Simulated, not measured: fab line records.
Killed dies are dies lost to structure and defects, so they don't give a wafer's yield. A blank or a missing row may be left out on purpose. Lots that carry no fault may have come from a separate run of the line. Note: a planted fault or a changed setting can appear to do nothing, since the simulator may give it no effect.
Which tool is to blame? | flow rit_cmos | 14 lots, 42 wafers sampled, at 2 steps of a route of 202

## WHAT THE GAUGES SHOWED, per wafer
Not one reading of a measure or inspect step in the record can be checked against a usual standard deviation.

## EACH LOT AND THE TOOL THAT RAN IT (in order: tool; ch and the chambers of the sampled wafers; start)
lot  | RIT_SPACER_ETCHBACK_05            | RIT_M1_PROBE_99
L496 | rie_diel-04 ch 0,2,3, day 3 00:46 | -
L497 | rie_diel-03 ch 0,1,3, day 3 02:52 | -
L498 | rie_diel-04 ch 0,1, day 3 09:35   | -
L499 | rie_diel-03 ch 0,2,3, day 3 13:01 | -
L500 | rie_diel-03 ch 0,1, day 3 19:26   | -
L501 | rie_diel-04 ch 0,1, day 3 23:29   | -
L503 | rie_diel-03 ch 2,3, day 4 09:38   | prober-02, day 4 20:35
L505 | rie_diel-04 ch 1,2,3, day 4 19:51 | -
L508 | rie_diel-03 ch 0,1,3, day 5 09:32 | -
L510 | rie_diel-03 ch 0,1,2, day 5 20:33 | -
L512 | rie_diel-04 ch 1,2, day 6 06:14   | prober-01, day 6 18:25
L515 | rie_diel-04 ch 0,1,3, day 6 22:07 | -
L516 | rie_diel-02 ch 0,1,3, day 7 03:10 | -
L519 | rie_diel-04 ch 0,2,3, day 7 15:59 | -
- RIT_SPACER_ETCHBACK_05: etches Si3N4 in SF6/CHF3, stops on SiO2, target depth 250 nm, time 240 s.
- RIT_M1_PROBE_99

## AS READ BY THE TOOLS THEMSELVES (means over the sampled wafers that have a number; for cases with no such wafer, the mark the record gives instead)
RIT_SPACER_ETCHBACK_05.
lot  | tool        | CHF3_flow_sccm (sccm) | drypump_motor_current_A (A) | oes_product_au (a.u.) | run_length_s (s) | throttle_valve_pct (%)
L496 | rie_diel-04 | 30.08                 | 5.5                         | 0.853                 | 268.3            | 10.26
L497 | rie_diel-03 | 30.08                 | 5.5                         | 0.871                 | 268.3            | 10.33
L498 | rie_diel-04 | 29.94                 | 6.1                         | 0.851                 | 268.0            | 10.32
L499 | rie_diel-03 | 29.92                 | 5.6                         | 0.867                 | 267.8            | 10.32
L500 | rie_diel-03 | 29.97                 | 5.6                         | 0.866                 | 268.5            | 10.26
L501 | rie_diel-04 | 30.11                 | 6.1                         | 0.867                 | 268.2            | 10.33
L503 | rie_diel-03 | 29.99                 | 5.8                         | 0.868                 | 268.4            | 10.38
L505 | rie_diel-04 | 30.01                 | 5.5                         | 0.875                 | 268.4            | 10.31
L508 | rie_diel-03 | 30.05                 | 5.5                         | 0.806                 | 299.6            | 10.29
L510 | rie_diel-03 | 30.05                 | 5.7                         | 0.814                 | 299.6            | 10.25
L512 | rie_diel-04 | 29.97                 | 5.9                         | 0.867                 | 268.4            | 10.38
L515 | rie_diel-04 | 29.96                 | 5.7                         | 0.858                 | 268.4            | 10.24
L516 | rie_diel-02 | 30.00                 | 5.9                         | 0.840                 | 268.4            | 10.23
L519 | rie_diel-04 | 29.97                 | 5.5                         | 0.859                 | 268.2            | 10.25

RIT_M1_PROBE_99.
lot  | tool      | killed_at_M0_to_M3 | killed_at_contacts | killed_at_front_end | killed_dies | killed_open | killed_short
L503 | prober-02 | 0.0                | 0.0                | 2.7                 | 2.7         | 2.3         | 0.3
L512 | prober-01 | 0.0                | 0.0                | 5.3                 | 5.3         | 1.3         | 4.0

## THE ANSWER, worked out from the rows above alone
Rule: the lots themselves supply what counts as usual. Put in order of their means at a reading, lots are off if they are a third of the lots or fewer, leave a main group of 4 or more, and stand apart from it by a gap of 3 or more times the standard deviation of the main group's means; of several such gaps the widest counts. A main group whose means are all the same, to the digits that the tables above print for the reading, isn't used. Also off: a lot with no number at a reading for which 4 or more lots have one. Where the step has rows for the other lots, those lots are counted as sound. First the gauges in route order, then the tools' own readings, where a lot's mean is used as printed above. At the first step where some lot is off, the reading lying furthest off is the one used; lots without a number count as furthest.
Off: L508, L510 (RIT_SPACER_ETCHBACK_05, run_length_s). The main group has a mean of 268.3 s with a standard deviation of 0.19.
If a tool, at that step or one of the process steps before it, ran each lot that is off and ran no sound lot following the first of them, it fits. One fits: RIT_SPACER_ETCHBACK_05 on rie_diel-03. Its last sound lot is L503 (day 4 09:38), its first lot that is off L508 (day 5 09:32): a fault that began between those two fits.
The tool's own readings at RIT_SPACER_ETCHBACK_05 bear it out: on the lots that are off they differ by more than 5 times the standard deviation of the sound lots' means. oes_product_au reads 0.810 a.u. there against 0.862 a.u. on the sound lots; run_length_s reads 299.6 s there against 268.3 s on the sound lots.

## WHAT THE SIMULATOR HAD PUT IN
rie_diel-03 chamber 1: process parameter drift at RIT_SPACER_ETCHBACK_05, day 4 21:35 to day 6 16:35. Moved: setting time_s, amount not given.
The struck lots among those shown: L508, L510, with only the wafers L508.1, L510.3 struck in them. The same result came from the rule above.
